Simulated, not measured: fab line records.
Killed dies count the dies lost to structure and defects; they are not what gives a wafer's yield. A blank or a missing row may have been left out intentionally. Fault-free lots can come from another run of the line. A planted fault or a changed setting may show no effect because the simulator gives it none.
Check of tool commonality    flow berkeley_cmos170    13 lots, 39 wafers sampled

== WHY IT WAS OPENED ==
Of 13 lots, 1 have the reading NWELL_NITRIDE_THK flagged at UCB170_NWELL_THK_MEAS_05. Wafers without a fault read 224.2 nm, standard deviation 1.9.
Rule: a lot is flagged in two cases, either no wafer of it has a number, or all its wafers with numbers fall more than 4 standard deviations from that mean. The rest of the lots are taken to be sound.

lot   measured     on             NWELL_NITRIDE_THK (nm), wafer by wafer  flag
L133  day 2 16:53  film_metro-01  223.0 226.5 223.7                       
L134  day 2 22:50  film_metro-01  224.3 223.9 223.1                       
L135  day 3 06:05  film_metro-03  226.2 226.0 227.2                       
L136  day 3 06:07  film_metro-01  227.3 224.4 225.8                       
L137  day 3 14:39  film_metro-01  223.1 221.4 221.8                       
L138  day 3 19:30  film_metro-04  223.8 224.5 222.6                       
L139  day 4 03:57  film_metro-04  226.9 223.4 225.3                       
L141  day 4 09:47  film_metro-04  222.6 222.3 220.0                       
L142  day 4 12:22  film_metro-04  227.2 227.0 225.1                       
L143  day 4 22:26  film_metro-03  224.9 225.7 227.2                       
L144  day 5 05:04  film_metro-03  226.7 223.8 225.8                       
L145  day 5 05:04  film_metro-01  223.4 223.5 223.6                       
L149  day 6 01:12  film_metro-04  156.4 156.3 155.6                       FLAGGED
Average over the flagged lots: 156.1 nm; offset from the usual -68.1 nm, equal to -36 standard deviations.

== WHICH TOOL RAN EACH LOT ==
The record holds 1 process step before the reading, out of a route of 331 steps. In each cell: the tool, then ch and the chambers that the sampled wafers went through, then the start.
lot   flag     UCB170_NWELL_CVD_04
L133           lpcvd-02 ch 0, day 2 14:56
L134           lpcvd-02 ch 0, day 2 20:54
L135           lpcvd-02 ch 1, day 3 04:10
L136           lpcvd-02 ch 1, day 3 04:10
L137           lpcvd-01 ch 0, day 3 12:38
L138           lpcvd-02 ch 0, day 3 17:34
L139           lpcvd-02 ch 1, day 4 02:00
L141           lpcvd-02 ch 0, day 4 07:51
L142           lpcvd-02 ch 0, day 4 10:26
L143           lpcvd-01 ch 1, day 4 20:28
L144           lpcvd-02 ch 0, day 5 03:08
L145           lpcvd-02 ch 1, day 5 03:08
L149  FLAGGED  lpcvd-02 ch 0, day 5 23:14
What is done by these steps:
- UCB170_NWELL_CVD_04: deposits Si3N4 from SiH2Cl2/NH3, target thk 224 nm, time 3360 s.
- UCB170_NWELL_THK_MEAS_05

== FLAGGED OVER TOTAL, TOOL BY TOOL (the gauges that took the reading come last) ==
step                      tool           lots run  flagged  share of the flagged lots  sound lots run after its first flagged lot
UCB170_NWELL_CVD_04       lpcvd-01       2         0        none                       -
UCB170_NWELL_CVD_04       lpcvd-02       11        1        all                        0
UCB170_NWELL_THK_MEAS_05  film_metro-01  5         0        none                       -
UCB170_NWELL_THK_MEAS_05  film_metro-03  3         0        none                       -
UCB170_NWELL_THK_MEAS_05  film_metro-04  5         1        all                        0

== THE TABLE: WHAT IT ALLOWS ==
lpcvd-02 at UCB170_NWELL_CVD_04 and film_metro-04 at UCB170_NWELL_THK_MEAS_05 are the 2 rows of the table that ran each flagged lot.
- lpcvd-02 at UCB170_NWELL_CVD_04 ran 11 lots, 1 of them flagged. Last sound lot L144 at day 5 03:08, first flagged lot L149 at day 5 23:14; a fault beginning in between fits.
- film_metro-04 at UCB170_NWELL_THK_MEAS_05 ran 5 lots, 1 of them flagged. Last sound lot L142 at day 4 12:22, first flagged lot L149 at day 6 01:12; a fault beginning in between fits.
These 2 tools cannot be told apart by counting lots, since each of them fits a fault that started at some hour. More lots, or a look at what each step does to the wafer, might.

== WHAT THE SIMULATOR PUT IN ==
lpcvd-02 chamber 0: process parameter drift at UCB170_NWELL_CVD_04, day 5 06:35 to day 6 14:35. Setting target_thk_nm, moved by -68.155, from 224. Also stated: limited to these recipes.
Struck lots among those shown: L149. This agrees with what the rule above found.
